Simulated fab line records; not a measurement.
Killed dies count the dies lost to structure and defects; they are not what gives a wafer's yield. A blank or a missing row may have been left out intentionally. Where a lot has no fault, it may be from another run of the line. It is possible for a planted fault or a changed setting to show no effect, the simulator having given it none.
fab line records	flow berkeley_cmos170
[record] lots = 5	wafers = 15	last_day = 11
route steps=331 shown M2@281 V2@292 M3@309
lots that met no fault: from a run of the same line without faults
start_h: start of the lot's first displayed wafer, in hours after the record's first day	wait_h: hours elapsed since this lot's preceding step	" same as the row above	L1.1+2: one row covering several wafers at once	- no value, or no start given	* or withheld: withheld	< > ~ a bound
route shown NAME@n: names a module that has steps shown in the file, with the first one's number in the route	usual: mean/standard deviation taken from wafers without a fault	same: alike in all rows	chamber/n: place in a boat	sites: per-site readings	_std_site: standard deviation of those values	_edge_site: the outer-site mean with the inner-site mean subtracted	radius_mm: how far each site lies from the wafer's centre	mask NAME#n: copy n	behind: the last tool/chamber to shape the wafer	hold: reason for holding the lot/hours on hold/outcome of the hold	device: the n, p or np transistor that did not switch	end of line: tests run on the same wafers once the route is complete	a step without rows: its recipe alone	killed: dies lost to structure and defects at the first sort, not the wafer's yield	map: a wafer's dies, x killed, . not, _ none there
set.NAME: the setting that was run; set.NAME@STEP: the one run at that earlier step	model.NAME: the simulator's own value behind a step, which no gauge read
lots at some steps of the route; a table a step, a row a wafer
services: when a tool's chamber went out of use (start_h, in hours from the record's first day, below 0 if earlier), for how many hours, and the reason
[[steps]]
[step UCB170_M2_COAT_10]
[recipe] resist = KrF	spin_rpm = 1500	resist_thk_nm = 900
lot.wafer	tool	chamber	start_h	wait_h
L083.2+3+6	litho_track-03	0	-	-
L080.3+4+5	litho_track-01	0	-	-
L085.3+4+6	litho_track-01	0	-	-
L088.1+2+6	litho_track-03	0	-	-
L092.1+2+6	litho_track-03	0	-	-
[step UCB170_M2_SOFTBAKE_11]
[recipe] resist = KrF	temp_c = 130	time_s = 60
lot.wafer	tool	chamber	start_h	wait_h
L083.2+3+6	litho_track-03	0	-	-
L080.3+4+5	litho_track-01	0	-	-
L085.3+4+6	litho_track-01	0	-	-
L088.1+2+6	litho_track-03	0	-	-
L092.1+2+6	litho_track-03	0	-	-
[step UCB170_M2_EXPOSE_12]
[recipe] mask_id = METAL2	target_cd_nm = 700	na = 0.5	sigma_outer = 0.6	source_shape = conventional	dose_mj = 26
[same] sigma_outer = 0.6
lot.wafer	tool	chamber	start_h	wait_h	mask
L083.2+3+6	krf_scanner-02	0	178.49	-	METAL2#0
L080.3+4+5	krf_scanner-01	0	178.75	-	METAL2#0
L085.3+4+6	krf_scanner-02	0	189.56	-	METAL2#0
L088.1+2+6	krf_scanner-01	0	214.47	-	METAL2#0
L092.1+2+6	krf_scanner-01	0	247.86	-	METAL2#0
[step UCB170_M2_PEB_13]
[recipe] peb_temp_c = 130	peb_time_s = withheld	resist = KrF
lot.wafer	tool	chamber	start_h	wait_h
L083.2+3+6	litho_track-03	0	178.96	0.5
L080.3+4+5	litho_track-01	0	179.02	0.3
L085.3+4+6	litho_track-01	0	189.69	0.1
L088.1+2+6	litho_track-02	0	214.83	0.3
L092.1+2+6	litho_track-03	0	248.74	0.9
[step UCB170_M2_DEVELOP_14]
[recipe] developer = TMAH	develop_time_s = 45	resist = KrF	dev_temp_c = 21
lot.wafer	tool	chamber	start_h	wait_h
L083.2+3+6	litho_track-03	0	-	-
L080.3+4+5	litho_track-01	0	-	-
L085.3+4+6	litho_track-01	0	-	-
L088.1+2+6	litho_track-02	0	-	-
L092.1+2+6	litho_track-03	0	-	-
[step UCB170_M2_CD_MEAS_15]
[recipe] target_cd_nm = 700
[usual] cd_nm = 700.4/1.3
lot.wafer	tool	chamber	start_h	wait_h	cd_nm
L083.2	cd_sem-02	-	179.23	-	701.0
L083.3	"	-	"	"	699.7
L083.6	"	-	"	"	700.5
L080.3	cd_sem-01	-	179.28	-	700.0
L080.4	"	-	"	"	699.7
L080.5	"	-	"	"	699.2
L085.3	cd_sem-02	-	189.95	-	698.5
L085.4	"	-	"	"	698.3
L085.6	"	-	"	"	698.5
L088.1	cd_sem-02	-	215.10	-	700.7
L088.2	"	-	"	"	700.0
L088.6	"	-	"	"	701.0
L092.1	cd_sem-01	-	249.03	-	698.5
L092.2	"	-	"	"	700.1
L092.6	"	-	"	"	700.6
[step UCB170_M2_OVL_MEAS_16]
[usual] M2_OVL = -1/5.9
lot.wafer	tool	chamber	start_h	wait_h	M2_OVL[nm]
L083.2	overlay-02	-	179.34	0.1	-9
L083.3	"	-	"	"	-9
L083.6	"	-	"	"	-7
L080.3	overlay-02	-	179.38	0.1	3
L080.4	"	-	"	"	-2
L080.5	"	-	"	"	6
L085.3	overlay-02	-	190.05	0.1	-4
L085.4	"	-	"	"	-11
L085.6	"	-	"	"	-11
L088.1	overlay-01	-	215.22	0.1	3
L088.2	"	-	"	"	-3
L088.6	"	-	"	"	-5
L092.1	overlay-02	-	249.15	0.1	-5
L092.2	"	-	"	"	3
L092.6	"	-	"	"	5
[step UCB170_M2_ETCH_17]
[recipe] chemistry = N2/H2	target_depth_a = withheld	overetch_a = withheld	target = BARC	time_s = withheld	source_w = 500	bias_w = 100	pressure_mtorr = 30	n2_flow_sccm = 100	h2_flow_sccm = 200
[usual] drypump_motor_current_A = 5.8/0.53	h2_flow_sccm = 199.9/0.56	oes_product_au = 0.997/0.02	throttle_valve_pct = 13.32/0.12
lot.wafer	tool	chamber	start_h	wait_h	drypump_motor_current_A	h2_flow_sccm	oes_product_au	throttle_valve_pct
L083.2	rie_diel-03	1	179.37	0.0	6.0	200.3	0.987	13.29
L083.3	"	0	"	"	5.5	200.1	0.983	13.35
L083.6	"	3	"	"	4.9	198.9	1.017	13.47
L080.3	rie_diel-04	2	179.40	0.0	5.8	200.1	0.981	13.53
L080.4	"	3	"	"	6.3	199.4	0.981	13.40
L080.5	"	3	"	"	6.3	199.5	0.978	13.39
L085.3	rie_diel-04	1	190.07	0.0	5.4	201.1	1.003	13.23
L085.4	"	2	"	"	5.8	199.6	0.981	13.49
L085.6	"	0	"	"	6.8	200.1	0.983	13.21
L088.1	rie_diel-01	0	215.26	0.0	6.5	199.3	0.995	13.30
L088.2	"	2	"	"	5.6	200.5	0.959	13.46
L088.6	"	0	"	"	6.5	199.6	1.000	13.30
L092.1	rie_diel-03	1	249.19	0.0	5.9	200.6	0.979	13.29
L092.2	"	3	"	"	4.9	200.2	1.017	13.48
L092.6	"	2	"	"	6.2	200.1	1.005	13.12
[step UCB170_M2_METAL_ETCH_18]
[recipe] chemistry = Cl2/BCl3	target = Al	stop_on = SiO2	pressure_mtorr = 12	target_depth_a = 11700	over_etch_frac = 0.3	time_s = 195	icp_w = 600	bias_w = 120	Cl2_flow_sccm = 90	bcl3_flow_sccm = 45
[usual] drypump_motor_current_A = 5.72/0.27	he_backside_leak_sccm = 3.39/0.25	oes_product_au = 0.854/0.012	throttle_valve_pct = 24.27/0.24
lot.wafer	tool	chamber	start_h	wait_h	drypump_motor_current_A	he_backside_leak_sccm	oes_product_au	rf_hours_counter_h	throttle_valve_pct
L083.2	rie_metal-04	0	179.41	-	6.01	3.47	0.841	6	24.79
L083.3	"	1	"	"	6.13	3.19	0.837	-	24.22
L083.6	"	0	"	"	6.03	3.50	0.845	-	24.81
L080.3	rie_metal-02	1	179.51	-	5.64	3.35	0.860	-	24.14
L080.4	"	0	"	"	5.45	3.33	0.847	-	24.20
L080.5	"	1	"	"	5.63	3.39	0.844	-	24.13
L085.3	rie_metal-02	1	190.17	-	5.64	3.52	0.851	-	24.11
L085.4	"	0	"	"	5.46	3.23	0.862	-	24.20
L085.6	"	1	"	"	5.66	3.46	0.861	-	24.11
L088.1	rie_metal-03	0	215.30	-	5.36	3.58	0.841	16	24.13
L088.2	"	1	"	"	5.70	3.55	0.870	9	24.12
L088.6	"	0	"	"	5.39	3.48	0.847	-	24.11
L092.1	rie_metal-04	0	249.23	-	6.04	3.52	0.837	7	24.78
L092.2	"	1	"	"	6.08	2.98	0.860	9	24.22
L092.6	"	0	"	"	6.01	3.52	0.846	-	24.79
[step UCB170_M2_STRIP_19]
[recipe] chemistry = O2	power_w = 390.4	pressure_mtorr = 3500	platen_temp_c = withheld	o2_flow_sccm = 400	overash_fraction = 0.5
[usual] drypump_motor_current_A = 5.7/0.39	oes_product_au = 0.544/0.019
[same] overash_fraction = 0.5
lot.wafer	tool	chamber	start_h	wait_h	drypump_motor_current_A	oes_product_au	rf_hours_counter_h
L083.2	plasma_asher-02	0	179.60	0.1	5.6	0.551	41
L083.3	"	1	"	"	5.9	0.551	-
L083.6	"	0	"	"	5.6	0.550	-
L080.3	plasma_asher-03	0	179.66	0.1	6.0	0.506	-
L080.4	"	1	"	"	5.7	0.544	-
L080.5	"	1	"	"	5.7	0.496	-
L085.3	plasma_asher-02	1	190.33	0.1	5.9	0.506	-
L085.4	"	0	"	"	5.6	0.538	-
L085.6	"	0	"	"	5.6	0.499	-
L088.1	plasma_asher-02	0	215.49	0.1	5.6	0.529	44
L088.2	"	1	"	"	5.9	0.559	44
L088.6	"	1	"	"	5.9	0.520	-
L092.1	plasma_asher-03	1	249.42	0.1	5.7	0.563	56
L092.2	"	0	"	"	6.0	0.561	56
L092.6	"	0	"	"	6.0	0.554	-
[step UCB170_M2_CD_MEAS_90]
[recipe] target_cd_nm = 700
[usual] cd_nm = 701.5/2.7
lot.wafer	tool	chamber	start_h	wait_h	cd_nm
L083.2	cd_sem-02	-	179.72	0.1	702.2
L083.3	"	-	"	"	701.9
L083.6	"	-	"	"	700.4
L080.3	cd_sem-01	-	179.77	0.1	702.6
L080.4	"	-	"	"	702.2
L080.5	"	-	"	"	701.5
L085.3	cd_sem-02	-	190.44	0.1	699.9
L085.4	"	-	"	"	697.1
L085.6	"	-	"	"	699.9
L088.1	cd_sem-02	-	215.66	0.1	700.0
L088.2	"	-	"	"	698.8
L088.6	"	-	"	"	699.7
L092.1	cd_sem-02	-	249.52	0.1	698.3
L092.2	"	-	"	"	701.9
L092.6	"	-	"	"	701.3
[step UCB170_V2_CVD_00]
[recipe] material = SiO2	target_thk_nm = 2000	temp_c = 390	precursor = TEOS/O2	time_s = 250	rf_w = 550	pressure_mtorr = 9000
[usual] heater_power_w = 252/54
lot.wafer	tool	chamber	start_h	wait_h	heater_power_w
L083.2	pecvd-01	2	179.82	0.1	261
L083.3	"	0	"	"	256
L083.6	"	0	"	"	323
L080.3	pecvd-02	1	179.85	0.1	226
L080.4	"	0	"	"	217
L080.5	"	1	"	"	297
L085.3	pecvd-04	1	190.52	0.1	251
L085.4	"	2	"	"	297
L085.6	"	0	"	"	240
L088.1	pecvd-01	2	215.78	0.1	216
L088.2	"	1	"	"	238
L088.6	"	1	"	"	303
L092.1	pecvd-02	0	249.64	0.1	171
L092.2	"	2	"	"	315
L092.6	"	2	"	"	370
[step UCB170_V2_THK_MEAS_01]
[recipe] reads = SiO2_of_V2_CVD_00
[usual] V2_TEOS_THK = 2004/25
lot.wafer	tool	chamber	start_h	wait_h	V2_TEOS_THK[nm]
L083.2	film_metro-04	-	179.98	0.1	1967
L083.3	"	-	"	"	1998
L083.6	"	-	"	"	2048
L080.3	film_metro-01	-	180.03	0.1	1999
L080.4	"	-	"	"	2078
L080.5	"	-	"	"	2036
L085.3	film_metro-02	-	190.69	0.1	2000
L085.4	"	-	"	"	2038
L085.6	"	-	"	"	2058
L088.1	film_metro-01	-	215.93	0.1	1945
L088.2	"	-	"	"	1953
L088.6	"	-	"	"	2000
L092.1	film_metro-04	-	249.80	0.1	2030
L092.2	"	-	"	"	2027
L092.6	"	-	"	"	2052
[step UCB170_V2_CMP_02]
[recipe] material = SiO2	down_force_psi = 6	platen_rpm = 60	pad_velocity_m_s = 0.75398
[usual] motor_current_A = 16.7/1.7	retaining_ring_pressure_frac = 1.000/0.0048
lot.wafer	tool	chamber	start_h	wait_h	motor_current_A	retaining_ring_pressure_frac
L083.2	cmp-01	3	180.03	0.0	15.3	1.004
L083.3	"	1	"	"	15.4	1.006
L083.6	"	0	"	"	17.4	1.012
L080.4	cmp-02	1	180.12	0.1	14.6	1.001
L080.3	"	3	"	"	16.3	0.997
L080.5	"	0	"	"	18.1	0.997
L085.4	cmp-01	3	190.76	0.0	15.5	1.001
L085.3	"	1	"	"	15.1	0.995
L085.6	"	3	"	"	15.2	1.001
L088.2	cmp-01	1	216.04	0.1	15.2	1.000
L088.1	"	2	"	"	19.8	0.993
L088.6	"	1	"	"	15.6	0.997
L092.2	cmp-01	3	249.91	0.1	15.1	0.998
L092.1	"	0	"	"	17.5	1.006
L092.6	"	2	"	"	19.0	1.004
[step UCB170_V2_BOW_MEAS_03]
[recipe] mode = bow
[usual] V2_BOW = 35/6.3
lot.wafer	tool	chamber	start_h	wait_h	V2_BOW[um]
L083.2	film_metro-02	-	180.36	0.3	40
L083.3	"	-	"	"	26
L083.6	"	-	"	"	29
L080.3	film_metro-01	-	180.41	0.1	37
L080.4	"	-	"	"	23
L080.5	"	-	"	"	28
L085.3	film_metro-02	-	191.10	0.2	30
L085.4	"	-	"	"	41
L085.6	"	-	"	"	32
L088.1	film_metro-01	-	216.29	0.1	39
L088.2	"	-	"	"	40
L088.6	"	-	"	"	35
L092.1	film_metro-04	-	250.16	0.1	40
L092.2	"	-	"	"	28
L092.6	"	-	"	"	25
[step UCB170_V2_THK_MEAS_04]
[recipe] reads = SiO2_of_V2_CVD_00
[usual] V2_POLISHED_THK = 999.9/1.1
lot.wafer	tool	chamber	start_h	wait_h	V2_POLISHED_THK[nm]
L083.2	film_metro-02	-	180.47	0.1	1001.2
L083.3	"	-	"	"	1001.1
L083.6	"	-	"	"	999.8
L080.3	film_metro-01	-	180.51	0.1	1001.0
L080.4	"	-	"	"	1001.3
L080.5	"	-	"	"	999.7
L085.3	film_metro-02	-	191.20	0.1	999.5
L085.4	"	-	"	"	999.6
L085.6	"	-	"	"	1000.3
L088.1	film_metro-01	-	216.41	0.1	998.5
L088.2	"	-	"	"	1001.1
L088.6	"	-	"	"	1001.0
L092.1	film_metro-04	-	250.28	0.1	998.8
L092.2	"	-	"	"	1000.5
L092.6	"	-	"	"	1000.1
[step UCB170_V2_CLEAN_05]
[recipe] chemistry = DIW
lot.wafer	tool	chamber	start_h	wait_h
L083.2+3+6	wet_bench-02	0	180.52	0.0
L080.3+4+5	wet_bench-01	3	180.55	0.0
L085.3+4+6	wet_bench-01	2	191.61	0.4
L088.1+2+6	wet_bench-01	2	216.86	0.4
L092.1+2+6	wet_bench-02	2	250.39	0.1
[step UCB170_V2_HMDS_06]
[recipe] prime_time_s = 60	prime_temp_c = 100
lot.wafer	tool	chamber	start_h	wait_h
L083.2+3+6	litho_track-04	0	180.82	0.1
L080.3+4+5	litho_track-03	0	180.87	0.1
L085.3+4+6	litho_track-02	0	191.92	0.1
L088.1+2+6	litho_track-03	0	217.21	0.0
L092.1+2+6	litho_track-04	0	250.88	0.3
[step UCB170_V2_COAT_07]
[recipe] resist = KrF	spin_rpm = 1500	resist_thk_nm = 900
lot.wafer	tool	chamber	start_h	wait_h
L083.2+3+6	litho_track-04	0	180.97	0.1
L080.3+4+5	litho_track-03	0	181.02	0.1
L085.3+4+6	litho_track-02	0	192.07	0.1
L088.1+2+6	litho_track-03	0	217.36	0.1
L092.1+2+6	litho_track-04	0	251.03	0.1
[step UCB170_V2_SOFTBAKE_08]
[recipe] resist = KrF	temp_c = 130	time_s = 60
lot.wafer	tool	chamber	start_h	wait_h
L083.2+3+6	litho_track-04	0	181.12	0.1
L080.3+4+5	litho_track-03	0	181.17	0.1
L085.3+4+6	litho_track-02	0	192.22	0.1
L088.1+2+6	litho_track-03	0	217.51	0.1
L092.1+2+6	litho_track-04	0	251.18	0.1
[step UCB170_V2_EXPOSE_09]
[recipe] mask_id = VIA2	target_cd_nm = 700	na = 0.5	sigma_outer = 0.6	source_shape = conventional	dose_mj = 37
[same] sigma_outer = 0.6
lot.wafer	tool	chamber	start_h	wait_h	mask
L083.2+3+6	krf_scanner-01	0	181.26	0.1	VIA2#0
L080.3+4+5	krf_scanner-02	0	181.52	0.3	VIA2#0
L085.3+4+6	krf_scanner-02	0	192.65	0.4	VIA2#0
L088.1+2+6	krf_scanner-01	0	217.66	0.1	VIA2#0
L092.1+2+6	krf_scanner-01	0	251.38	0.2	VIA2#0
[step UCB170_V2_PEB_10]
[recipe] peb_temp_c = 130	peb_time_s = withheld	resist = KrF
lot.wafer	tool	chamber	start_h	wait_h
L083.2+3+6	litho_track-04	0	181.54	0.3
L080.3+4+5	litho_track-03	0	181.77	0.2
L085.3+4+6	litho_track-03	0	192.78	0.1
L088.1+2+6	litho_track-04	0	217.78	0.1
L092.1+2+6	litho_track-04	0	251.88	0.5
[step UCB170_V2_DEVELOP_11]
[recipe] developer = TMAH	develop_time_s = 45	resist = KrF	dev_temp_c = 21
lot.wafer	tool	chamber	start_h	wait_h
L083.2+3+6	litho_track-04	0	-	-
L080.3+4+5	litho_track-03	0	-	-
L085.3+4+6	litho_track-03	0	-	-
L088.1+2+6	litho_track-04	0	-	-
L092.1+2+6	litho_track-04	0	-	-
[step UCB170_V2_CD_MEAS_12]
[recipe] target_cd_nm = 700
[usual] cd_nm = 699.8/1.2
lot.wafer	tool	chamber	start_h	wait_h	cd_nm
L083.2	cd_sem-01	-	181.81	-	700.4
L083.3	"	-	"	"	699.3
L083.6	"	-	"	"	698.1
L080.3	cd_sem-02	-	182.07	-	700.4
L080.4	"	-	"	"	701.1
L080.5	"	-	"	"	701.6
L085.3	cd_sem-02	-	193.06	-	698.8
L085.4	"	-	"	"	701.9
L085.6	"	-	"	"	700.8
L088.1	cd_sem-01	-	218.06	-	699.8
L088.2	"	-	"	"	700.8
L088.6	"	-	"	"	699.6
L092.1	cd_sem-02	-	252.21	-	700.4
L092.2	"	-	"	"	701.3
L092.6	"	-	"	"	700.2
[step UCB170_V2_OVL_MEAS_13]
[usual] V2_OVL = -3/5.5
lot.wafer	tool	chamber	start_h	wait_h	V2_OVL[nm]
L083.2	overlay-02	-	181.95	0.1	-6
L083.3	"	-	"	"	-20
L083.6	"	-	"	"	-3
L080.3	overlay-02	-	182.16	0.1	-7
L080.4	"	-	"	"	4
L080.5	"	-	"	"	-1
L085.3	overlay-01	-	193.16	0.1	0
L085.4	"	-	"	"	1
L085.6	"	-	"	"	-12
L088.1	overlay-01	-	218.18	0.1	3
L088.2	"	-	"	"	-6
L088.6	"	-	"	"	-2
L092.1	overlay-01	-	252.33	0.1	-6
L092.2	"	-	"	"	-10
L092.6	"	-	"	"	-4
[step UCB170_V2_ETCH_14]
[recipe] chemistry = CHF3/CF4/Ar	target = SiO2	stop_on = Al	CHF3_flow_sccm = 45	cf4_flow_sccm = 15	Ar_flow_sccm = 150	pressure_mtorr = 200	rf_w = 700	target_depth_a = 12500	over_etch_frac = 0.25	time_s = 291
[usual] drypump_motor_current_A = 5.8/0.56	oes_product_au = 0.867/0.014	throttle_valve_pct = 6.94/0.068
lot.wafer	tool	chamber	start_h	wait_h	drypump_motor_current_A	oes_product_au	rf_hours_counter_h	throttle_valve_pct
L083.2	rie_diel-04	0	181.98	0.0	6.8	0.860	24	6.82
L083.3	"	2	"	"	5.8	0.857	26	7.03
L083.6	"	3	"	"	6.2	0.859	-	7.04
L080.3	rie_diel-01	3	182.19	0.0	5.4	0.882	133	6.88
L080.4	"	0	"	"	6.5	0.879	21	6.94
L080.5	"	1	"	"	5.4	0.878	-	6.88
L085.3	rie_diel-01	0	193.18	0.0	6.5	0.884	21	6.93
L085.4	"	3	"	"	5.3	0.869	134	6.87
L085.6	"	2	"	"	5.6	0.849	-	7.04
L088.1	rie_diel-01	0	218.21	0.0	6.6	0.883	22	6.94
L088.2	"	1	"	"	5.4	0.883	129	6.87
L088.6	"	0	"	"	6.5	0.885	-	6.94
L092.1	rie_diel-04	0	252.36	0.0	6.8	0.862	27	6.84
L092.2	"	1	"	"	5.4	0.867	14	6.93
L092.6	"	3	"	"	6.3	0.866	-	7.06
[step UCB170_V2_STRIP_15]
[recipe] chemistry = O2	power_w = 400	pressure_mtorr = 3500	platen_temp_c = withheld	o2_flow_sccm = 400	overash_fraction = 0.5
[usual] drypump_motor_current_A = 5.7/0.5	oes_product_au = 0.722/0.0047	strip_time_to_endpoint_s = 15.36/0.13
[same] overash_fraction = 0.5
lot.wafer	tool	chamber	start_h	wait_h	drypump_motor_current_A	oes_product_au	rf_hours_counter_h	strip_time_to_endpoint_s
L083.2	plasma_asher-02	0	182.16	0.1	5.5	0.721	42	15.45
L083.3	"	0	"	"	5.5	0.717	-	15.19
L083.6	"	1	"	"	5.9	0.724	-	15.12
L080.3	plasma_asher-04	0	182.40	0.1	5.9	0.729	-	15.54
L080.4	"	1	"	"	4.8	0.721	-	15.62
L080.5	"	1	"	"	4.8	0.721	-	15.49
L085.3	plasma_asher-04	1	193.39	0.1	4.8	0.725	-	15.27
L085.4	"	0	"	"	6.0	0.723	-	15.34
L085.6	"	0	"	"	5.9	0.721	-	15.38
L088.1	plasma_asher-04	0	218.39	0.1	6.0	0.722	50	15.52
L088.2	"	1	"	"	4.8	0.729	50	15.35
L088.6	"	1	"	"	4.8	0.718	-	15.50
L092.1	plasma_asher-02	0	252.54	0.1	5.6	0.722	47	15.40
L092.2	"	1	"	"	5.9	0.718	47	15.16
L092.6	"	0	"	"	5.6	0.722	-	15.27
[step UCB170_V2_CD_MEAS_90]
[recipe] target_cd_nm = 700
[usual] cd_nm = 700.1/1.4
lot.wafer	tool	chamber	start_h	wait_h	cd_nm
L083.2	cd_sem-02	-	182.29	0.1	700.2
L083.3	"	-	"	"	699.7
L083.6	"	-	"	"	697.8
L080.3	cd_sem-01	-	182.50	0.1	701.0
L080.4	"	-	"	"	702.0
L080.5	"	-	"	"	701.8
L085.3	cd_sem-02	-	193.50	0.1	699.6
L085.4	"	-	"	"	703.1
L085.6	"	-	"	"	701.9
L088.1	cd_sem-02	-	218.49	0.1	700.5
L088.2	"	-	"	"	700.3
L088.6	"	-	"	"	700.6
L092.1	cd_sem-02	-	252.64	0.1	701.4
L092.2	"	-	"	"	702.2
L092.6	"	-	"	"	700.3
[step UCB170_M3_PRE_CLEAN_00]
[recipe] gas = Ar	preclean_etch_time_s = 60
lot.wafer	tool	chamber	start_h	wait_h
L083.2+3+6	pvd_sputter-04	-	182.39	0.1
L080.3+4+5	pvd_sputter-01	-	182.58	0.1
L085.3+4+6	pvd_sputter-02	-	193.58	0.1
L088.1+2+6	pvd_sputter-04	-	218.61	0.1
L092.1+2+6	pvd_sputter-02	-	252.76	0.1
[[services]]
tool	chamber	start_h	hours	kind
pecvd-01	-	154.13	0.5	repair
rie_metal-04	1	157.95	7.2	repair
rie_diel-04	-	159.34	14.6	pm
krf_scanner-02	-	165.01	2.8	repair
rie_diel-03	0	183.93	8.8	repair
pvd_sputter-04	-	187.73	1.6	repair
cmp-02	-	188.31	3.0	repair
rie_diel-04	1	195.86	9.6	repair
plasma_asher-03	-	199.30	2.3	repair
rie_metal-02	1	199.73	9.6	repair
rie_diel-01	3	201.17	7.2	repair
krf_scanner-01	-	209.86	1.3	pm
pecvd-02	-	211.12	14.6	pm
pvd_sputter-02	-	225.55	24.7	repair
cmp-01	-	226.54	5.0	pm
krf_scanner-02	-	227.61	0.8	pm
pecvd-01	-	227.77	0.6	repair
plasma_asher-02	-	228.23	14.6	pm
cmp-02	-	232.00	4.0	pm
krf_scanner-02	-	239.18	0.5	repair
pvd_sputter-01	-	239.37	3.1	repair
pecvd-04	-	242.50	14.0	pm
krf_scanner-01	0	243.79	-	calibration
cmp-01	-	247.00	0.8	repair
[[key]]
fault none
